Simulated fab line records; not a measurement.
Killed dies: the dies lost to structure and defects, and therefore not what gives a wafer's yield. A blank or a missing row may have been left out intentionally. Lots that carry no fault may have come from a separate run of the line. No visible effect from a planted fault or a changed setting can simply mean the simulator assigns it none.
Which tool was responsible?    flow rit-cmos    14 lots with 42 wafers sampled at 5 steps, on a route of 202 steps

## WHAT THE GAUGES SHOWED, per wafer
RIT_ACTIVE_CD_MEAS_11: the cd target is 1400 nm. Usual: 1400.4 nm for cd-nm, sd 2.4.
lot   measured     on         cd-nm (nm)            flag
L450  day 1 14:43  cd-sem-02  1399.2 1401.8 1401.4  
L451  day 1 19:28  cd-sem-02  1403.8 1402.8 1403.2  
L452  day 2 00:26  cd-sem-01  1400.5 1401.2 1400.6  
L453  day 2 05:40  cd-sem-01  1398.2 1397.7 1397.9  
L455  day 2 15:26  cd-sem-02  1402.0 1401.7 1401.7  
L456  day 2 20:34  cd-sem-01  1399.4 1400.4 1400.9  
L457  day 3 01:34  cd-sem-01  1399.0 1398.7 1399.4  
L458  day 3 06:28  cd-sem-02  1401.5 1404.0 1400.5  
L460  day 3 16:26  cd-sem-01  1395.7 1397.0 1397.8  
L462  day 4 02:35  cd-sem-01  1404.4 1403.1 1403.7  
L468  day 5 10:52  cd-sem-02  1401.2 1403.9 1402.1  
L469  day 5 14:32  cd-sem-01  1400.3 1396.6 1395.7  
L470  day 5 19:26  cd-sem-01  1398.5 1400.0 1398.4  
L472  day 6 05:28  cd-sem-01  1398.6 1400.1 1401.2  

RIT_FOX2_THK_MEAS_90. Usual: FIELD_OXIDE_LEFT_1_THK 321 nm, standard deviation 6.
lot   measured     on             FIELD_OXIDE_LEFT_1_THK (nm)  flag
L450  day 1 20:19  film-metro-03  324 332 326                  
L451  day 2 00:17  film-metro-03  313 317 315                  
L452  day 2 06:12  film-metro-03  330 330 326                  
L453  day 2 10:59  film-metro-01  323 326 329                  
L455  day 2 20:20  film-metro-01  323 323 322                  
L456  day 3 02:33  film-metro-02  318 315 319                  
L457  day 3 06:20  film-metro-01  309 311 306                  
L458  day 3 12:26  film-metro-03  323 328 320                  
L460  day 3 21:47  film-metro-02  314 309 310                  
L462  day 4 07:24  film-metro-01  323 323 318                  
L468  day 5 19:06  film-metro-01  317 315 320                  
L469  day 5 22:17  film-metro-02  321 320 323                  
L470  day 6 01:06  film-metro-03  334 323 320                  
L472  day 6 14:32  film-metro-03  319 323 315                  

RIT_FOX2_THK_MEAS_91. Usual: FIELD_OXIDE_LEFT_2_THK 253 nm, standard deviation 5.8.
lot   measured     on             FIELD_OXIDE_LEFT_2_THK (nm)  flag
L450  day 2 08:41  film-metro-01  256 264 258                  
L451  day 2 13:19  film-metro-01  244 249 246                  
L452  day 2 18:34  film-metro-03  263 263 259                  
L453  day 2 23:43  film-metro-01  254 257 260                  
L455  day 3 08:54  film-metro-01  255 254 252                  
L456  day 3 15:16  film-metro-03  250 247 250                  
L457  day 3 19:13  film-metro-03  243 244 239                  
L458  day 4 01:26  film-metro-03  256 260 252                  
L460  day 4 10:37  film-metro-02  245 241 242                  
L462  day 4 20:02  film-metro-03  255 256 250                  
L468  day 6 07:38  film-metro-03  250 247 253                  
L469  day 6 10:40  film-metro-03  252 251 255                  
L470  day 6 14:19  film-metro-01  265 255 252                  
L472  day 7 05:22  film-metro-02  251 255 246                  

RIT_REOX_THK_MEAS_04. Usual: REOX_OXIDE_THK 24.9 nm, standard deviation 0.51.
lot   measured     on             REOX_OXIDE_THK (nm)  flag
L450  day 2 17:08  film-metro-03  25.3 25.1 24.9       
L451  day 2 22:00  film-metro-01  26.1 26.3 25.7       
L452  day 3 03:28  film-metro-01  24.5 24.5 24.1       
L453  day 3 07:49  film-metro-01  25.1 25.0 25.2       
L455  day 3 18:30  film-metro-04  24.9 24.6 24.9       
L456  day 3 23:01  film-metro-03  24.7 24.8 24.6       
L457  day 4 02:57  film-metro-04  25.1 24.5 25.0       
L458  day 4 09:43  film-metro-01  24.6 24.8 24.9       
L460  day 4 19:11  film-metro-03  24.9 25.2 25.0       
L462  day 5 07:10  film-metro-03  25.2 25.3 25.3       
L468  day 6 21:10  film-metro-04  30.8 31.3 31.0       OFF
L469  day 6 21:10  film-metro-01  30.1 30.3 30.1       OFF
L470  day 7 02:35  film-metro-04  25.9 26.2 25.7       
L472  day 7 14:20  film-metro-03  25.1 24.4 24.9       

## WHAT TOOL EACH LOT RAN ON (gives the tool, then ch and the chambers of the sampled wafers, and finally the start)
lot   RIT_REOX_OXIDATION_03
L450  furnace-03 ch 0, day 2 14:34
L451  furnace-03 ch 0, day 2 19:26
L452  furnace-03 ch 0, day 3 00:55
L453  furnace-02 ch 0, day 3 05:15
L455  furnace-04 ch 0, day 3 15:57
L456  furnace-02 ch 0, day 3 20:28
L457  furnace-02 ch 0, day 4 00:24
L458  furnace-04 ch 0, day 4 07:09
L460  furnace-03 ch 0, day 4 16:38
L462  furnace-03 ch 0, day 5 04:37
L468  furnace-03 ch 0, day 6 18:37
L469  furnace-03 ch 0, day 6 18:37
L470  furnace-04 ch 0, day 7 00:02
L472  furnace-04 ch 0, day 7 11:47
- RIT_REOX_OXIDATION_03: target thk 25.2 nm, ox time 5580 s.

## WHAT THE TOOLS THEMSELVES READ (means of the sampled wafers that have a number; where no wafer has one, the mark that the record gives instead)
RIT_REOX_OXIDATION_03. Usual: spike-tc-centre-C 903.2 C, standard deviation 1.1; spike-tc-load-C 922.9 C, standard deviation 1.4; spike-tc-source-C 924.7 C, standard deviation 1.8; tube-center-temp-C 900 C, standard deviation 0.084; tube_center_temp_C_max 902.3, standard deviation 0.38.
lot   tool        spike-tc-centre-C (C)  spike-tc-load-C (C)  spike-tc-source-C (C)  tube-center-temp-C (C)  tube_center_temp_C_max  flag
L450  furnace-03  903.4                  922.2                923.1                  900                     902.2                   
L451  furnace-03  903.0                  923.2                922.8                  900                     902.4                   
L452  furnace-03  902.4                  923.0                924.1                  900                     902.4                   
L453  furnace-02  902.2                  920.5                927.7                  900                     901.8                   
L455  furnace-04  902.6                  922.7                925.5                  900                     901.7                   
L456  furnace-02  901.7                  921.1                927.2                  900                     902.4                   
L457  furnace-02  902.0                  920.1                928.2                  900                     902.2                   
L458  furnace-04  904.3                  923.0                926.2                  900                     902.4                   
L460  furnace-03  903.5                  922.8                923.5                  900                     902.3                   
L462  furnace-03  904.4                  922.5                924.1                  900                     902.5                   
L468  furnace-03  923.9                  942.9                943.1                  920                     922.3                   OFF
L469  furnace-03  923.5                  943.5                943.5                  920                     922.7                   OFF
L470  furnace-04  902.9                  923.1                925.6                  900                     901.9                   
L472  furnace-04  902.8                  922.9                925.3                  900                     902.0                   

## THE ANSWER, worked out from the rows above alone
Rule: a lot counts as off when the mean over its wafers that have a number is more than 3 standard deviations away from the usual mean. Also off: a lot with no number at a reading for which 4 or more lots have one. All remaining lots with rows at the step are treated as sound. The gauges are gone through in route order, then the tools' own readings, and for those a lot's mean is taken as printed above. The first step at which some lot is off is used, and at that step the reading that is off furthest; a lot without a number counts as furthest.
Off: at RIT_REOX_THK_MEAS_04 (REOX_OXIDE_THK), L468, L469.
If a tool, at a process step before that reading, ran all the lots that are off and no sound lot after the first of them, it fits. Not tried: the gauges at RIT_REOX_THK_MEAS_04; whatever is off there is also off at RIT_REOX_OXIDATION_03, on other tools, and gauge error can't account for it. One fits: furnace-03 at RIT_REOX_OXIDATION_03. A fault onset in the window from L462 (day 5 04:37, its last sound lot) to L468 (day 6 18:37, its first lot off) fits.
The tool's own readings at RIT_REOX_OXIDATION_03 bear it out: on the lots that are off they differ by more than 5 times the standard deviation of the sound lots' means. spike-tc-centre-C reads 923.7 C there against 902.9 C on the sound lots; spike-tc-load-C reads 943.2 C there against 922.3 C on the sound lots; spike-tc-source-C reads 943.3 C there against 925.3 C on the sound lots; tube-center-temp-C reads 920 C there against 900 C on the sound lots; tube_center_temp_C_max reads 922.5 there against 902.2 on the sound lots.

## WHAT THE SIMULATOR HAD INSERTED
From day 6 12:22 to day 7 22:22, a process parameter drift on furnace-03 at RIT_REOX_OXIDATION_03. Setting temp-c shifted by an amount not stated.
Shown lots that were struck: L468, L469. The rule above reached the same finding.
